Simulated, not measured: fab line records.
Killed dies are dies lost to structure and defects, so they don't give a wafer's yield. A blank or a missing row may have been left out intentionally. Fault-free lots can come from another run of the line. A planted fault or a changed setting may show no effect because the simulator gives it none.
One fault seen from 2 desks / flow berkeley-cmos170 / each desk has only its own numbers; what lay behind them comes last

## THE TOOL OWNER'S DESK: implanter-01
The tool's own readings at UCB170_PLDD_IMPLANT_08, given as means over the sampled wafers that have a number, one for each lot that went through this tool. Any lot whose mean is over 4 standard deviations away from the usual mean is out of limits and marked OUT; that distance is given in the brackets.
Columns: A = beam-energy-keV at UCB170_PLDD_IMPLANT_08, usual 10.000
lot=L960; first seen here=day 6 23:11; A=9.999
lot=L969; first seen here=day 9 05:52; A=9.652 (-99 or more) OUT
lot=L970; first seen here=day 9 08:32; A=9.647 (-99 or more) OUT
This desk's verdict: out of limits on L969, L970, starting with L969 at day 9 05:52 (beam-energy-keV at UCB170_PLDD_IMPLANT_08). L960 stayed within limits.

## METROLOGY DESK
What the gauges read for every lot (on any tool): the sampled wafers with a number, averaged. Any lot whose mean is over 4 standard deviations away from the usual mean is out of limits and marked OUT; that distance is given in the brackets.
Columns: A = cd-nm at UCB170_GATE_CD_MEAS_90, usual 349.3 nm; B = cd-nm at UCB170_PLDD_CD_MEAS_06, usual 1200.0 nm; C = PLDD_OVL at UCB170_PLDD_OVL_MEAS_07, usual 1 nm
lot=L960; first seen here=day 6 20:41; A=350.5; B=1201.2; C=6
lot=L963; first seen here=day 7 08:29; A=349.2; B=1200.6; C=13
lot=L969; first seen here=day 9 04:35; A=347.9; B=1201.6; C=-5
lot=L970; first seen here=day 9 04:49; A=352.3; B=1200.7; C=-2
lot=L972; first seen here=day 9 12:59; A=349.7; B=1198.1; C=1
lot=L974; first seen here=day 9 18:37; A=348.1; B=1199.8; C=-3
This desk's finding: nothing out of limits on any of the 6 lots.

## BROUGHT TOGETHER
The tool owner's desk had the chance to raise an alarm at day 9 05:52 on L969, L970.
From the metrology desk's view, nothing was out of limits.
The metrology desk has L969, L970 on record, within its limits.
All the named lots went through UCB170_PLDD_IMPLANT_08 on implanter-01.

## WHAT THE SIMULATOR HAD PUT IN
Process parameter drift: implanter-01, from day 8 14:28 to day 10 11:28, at UCB170_PLDD_IMPLANT_08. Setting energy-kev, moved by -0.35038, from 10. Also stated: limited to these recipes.
Lots struck among those shown: L969, L970.
How many hours passed from the start of the fault until each desk's first out-of-limits reading: the tool owner's desk, 15.
